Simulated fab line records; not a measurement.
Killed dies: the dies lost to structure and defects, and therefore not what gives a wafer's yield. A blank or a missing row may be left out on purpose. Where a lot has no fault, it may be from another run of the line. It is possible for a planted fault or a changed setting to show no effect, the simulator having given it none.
Which tool did it?    flow berkeley-cmos170    14 lots, 42 wafers sampled, at 2 steps of a route of 331

## WHAT EACH GAUGE READ, for each wafer
UCB170_PVT_TW_MEAS_09.
lot   measured      on             PVT_TW
L462  day 7 05:07   film-metro-03  506.7 505.6 504.0
L465  day 7 15:05   film-metro-04  511.5 508.1 509.1
L466  day 8 15:20   film-metro-03  507.9 506.7 505.5
L470  day 8 15:45   film-metro-02  505.2 503.6 504.7
L468  day 8 16:17   film-metro-03  505.1 505.6 507.2
L467  day 8 16:31   film-metro-03  507.9 503.5 507.5
L472  day 9 09:47   film-metro-04  504.6 505.4 507.7
L471  day 9 10:14   film-metro-04  505.9 504.3 502.4
L473  day 10 00:58  film-metro-04  511.3 509.9 510.5
L475  day 10 01:14  film-metro-02  504.1 509.4 507.1
L477  day 10 09:51  film-metro-02  508.6 506.6 508.9
L479  day 10 20:06  film-metro-02  506.6 508.6 506.9
L480  day 11 04:12  film-metro-02  475.7 474.7 477.5
L485  day 12 00:46  film-metro-03  478.1 475.3 474.7

## EACH LOT AND THE TOOL THAT RAN IT (in order: tool; ch and the chambers of the sampled wafers; start)
lot   UCB170_PVT_IMPLANT_07
L462  implanter-04 ch 0, day 7 04:52
L465  implanter-01 ch 0, day 7 14:51
L466  implanter-04 ch 0, day 8 15:05
L470  implanter-01 ch 0, day 8 15:30
L468  implanter-04 ch 0, day 8 16:02
L467  implanter-01 ch 0, day 8 16:17
L472  implanter-04 ch 0, day 9 09:33
L471  implanter-01 ch 0, day 9 09:59
L473  implanter-03 ch 0, day 10 00:44
L475  implanter-01 ch 0, day 10 01:01
L477  implanter-01 ch 0, day 10 09:29
L479  implanter-01 ch 0, day 10 19:51
L480  implanter-04 ch 0, day 11 03:57
L485  implanter-04 ch 0, day 12 00:31
- UCB170_PVT_IMPLANT_07

## WHAT THE TOOLS THEMSELVES READ (means of the sampled wafers that have a number; where no wafer has one, the mark that the record gives instead)
UCB170_PVT_IMPLANT_07.
lot   tool          beam-energy-keV  dose-ions-cm2  faraday-current-uA
L462  implanter-04  30.006           1.9975e+12     6.22
L465  implanter-01  29.993           1.9992e+12     6.25
L466  implanter-04  30.006           2.0003e+12     6.36
L470  implanter-01  30.005           1.9964e+12     6.33
L468  implanter-04  30.004           2.0001e+12     6.33
L467  implanter-01  29.997           2.0000e+12     6.41
L472  implanter-04  30.011           2.0019e+12     6.39
L471  implanter-01  30.001           1.9993e+12     6.31
L473  implanter-03  29.994           2.0033e+12     6.35
L475  implanter-01  30.004           2.0006e+12     6.33
L477  implanter-01  30.006           2.0017e+12     6.35
L479  implanter-01  30.007           1.9990e+12     6.34
L480  implanter-04  30.009           1.6583e+12     5.23
L485  implanter-04  30.005           1.6603e+12     5.24

## THE ANSWER, worked out from the rows above alone
Rule: the usual values come from the lots themselves. Put in order of their means at a reading, lots are off if they are a third of the lots or fewer, leave a main group of 4 or more, and stand apart from it by a gap of 3 or more times the standard deviation of the main group's means; of several such gaps the widest counts. A main group whose means are all the same, to the digits that the tables above print for the reading, isn't used. A lot without any number at a reading at which 4 lots or more have one is off too. Where the step has rows for the other lots, those lots are counted as sound. After the gauges, taken in route order, come the tools' own readings; for these a lot's mean is taken, as printed above. The first step at which some lot is off is used, and at that step the reading that is off furthest; a lot without a number counts as furthest.
Off: L480, L485, at UCB170_PVT_TW_MEAS_09 (PVT_TW). Main group: mean 506.8, sd 1.8.
If a tool, at a process step before that reading, ran all the lots that are off and no sound lot after the first of them, it fits. Not tried: the gauges at UCB170_PVT_TW_MEAS_09; whatever is off there is also off at UCB170_PVT_IMPLANT_07, on other tools, and gauge error can't account for it. One fits: UCB170_PVT_IMPLANT_07 on implanter-04. Its last sound lot is L472 (day 9 09:33), its first lot that is off L480 (day 11 03:57): a fault that began between those two fits.
The tool's own readings at UCB170_PVT_IMPLANT_07 bear it out: on the lots that are off they differ by more than 5 times the standard deviation of the sound lots' means. dose-ions-cm2 reads 1.6593e+12 there against 1.9999e+12 on the sound lots; faraday-current-uA reads 5.24 there against 6.33 on the sound lots.

## WHAT THE SIMULATOR HAD INSERTED
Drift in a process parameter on implanter-04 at UCB170_PVT_IMPLANT_07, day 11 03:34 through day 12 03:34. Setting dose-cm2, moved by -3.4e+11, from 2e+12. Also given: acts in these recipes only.
Shown lots that were struck: L480, L485. The rule above found the same.
